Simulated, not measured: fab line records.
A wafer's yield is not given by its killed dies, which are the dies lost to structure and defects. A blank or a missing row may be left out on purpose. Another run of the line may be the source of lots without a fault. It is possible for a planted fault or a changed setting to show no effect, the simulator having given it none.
Problem report in the 8D (eight disciplines) form, filled by code    flow berkeley-cmos170    the parts of the form that need people (team, actions taken, sign-off) are left out

== 1. PROBLEM STATEMENT ==
At UCB170_V1_SOFTBAKE_08, heater-power-total-W averages 60.77 W over 6 wafers from 2 lots, while fault-free wafers read 56.80 W, standard deviation 0.051. That puts it +78 standard deviations away from the usual mean.
The step: time 60 s.
Earliest sighting: wafer L824.3 on litho-track-02 at day 9 20:37. At this step, 42 wafers from 14 lots have a number in the record. The rule behind "out" and "out of limits": a value lying over 4 standard deviations away from the usual mean. Any other wafer with a number is counted as sound.

== 2. WHAT IT IS AND WHAT IT IS NOT ==
question                     is                                  is not
which readings at this step  heater-power-total-W, run-length-s  -
which lots                   L821, L824                          L815, L816, L818, L819, L820, L822, L823, L827, L830, L831, L834, L837
which wafers of those lots   all that have a number              -
read on which tools          litho-track-02                      litho-track-03, litho-track-04
when                         from day 9 20:37                    up to then (21 sound wafers); but 15 sound wafers of L827, L830, L831, L834, L837 came after

== 3. WHAT RULES OUT EACH SUSPECT ==
Counting: any tool at a process step up to the reading is kept as a suspect provided that every lot that is out went through it and no sound lot did after the first of them.
- litho-track-02 at UCB170_V1_SOFTBAKE_08 (time 60 s): kept. All lots that are out passed through it, beginning with L824 at day 9 20:37, and no sound lot followed; its final sound lot before that point was L823 at day 9 20:08. Its own readings are out on those wafers: heater-power-total-W, run-length-s.
Left after counting: litho-track-02 at UCB170_V1_SOFTBAKE_08.

== 4. THE CAUSE (what the simulator had put in) ==
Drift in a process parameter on litho-track-02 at UCB170_V1_SOFTBAKE_08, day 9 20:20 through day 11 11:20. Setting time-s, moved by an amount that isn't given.
The count eliminated every tool but this one.

== 5. THE CHAIN OF EFFECTS, in route order ==
One row per reading whose mean, taken over the struck wafers that have a number, lies over 3 standard deviations from the usual. Scope: only readings with a usual standard deviation given in the record; hours: median across lots of the time from each lot's start at the first step in this table that gives one to its start at this step; sigmas: change in usual standard deviations.
hours  step                   reading               usual    on struck wafers  change  sigmas
0      UCB170_V1_SOFTBAKE_08  heater-power-total-W  56.80 W  60.77             +3.97   +78
0      UCB170_V1_SOFTBAKE_08  run-length-s          89.13 s  76.86             -12.27  -56
The process steps in it:
- UCB170_V1_SOFTBAKE_08: time 60 s.

== 6. HOW IT WOULD HAVE BEEN CAUGHT EARLIER ==
First out-of-limits reading in this record: day 9 20:37, which is 0 hours after fault onset at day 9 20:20.
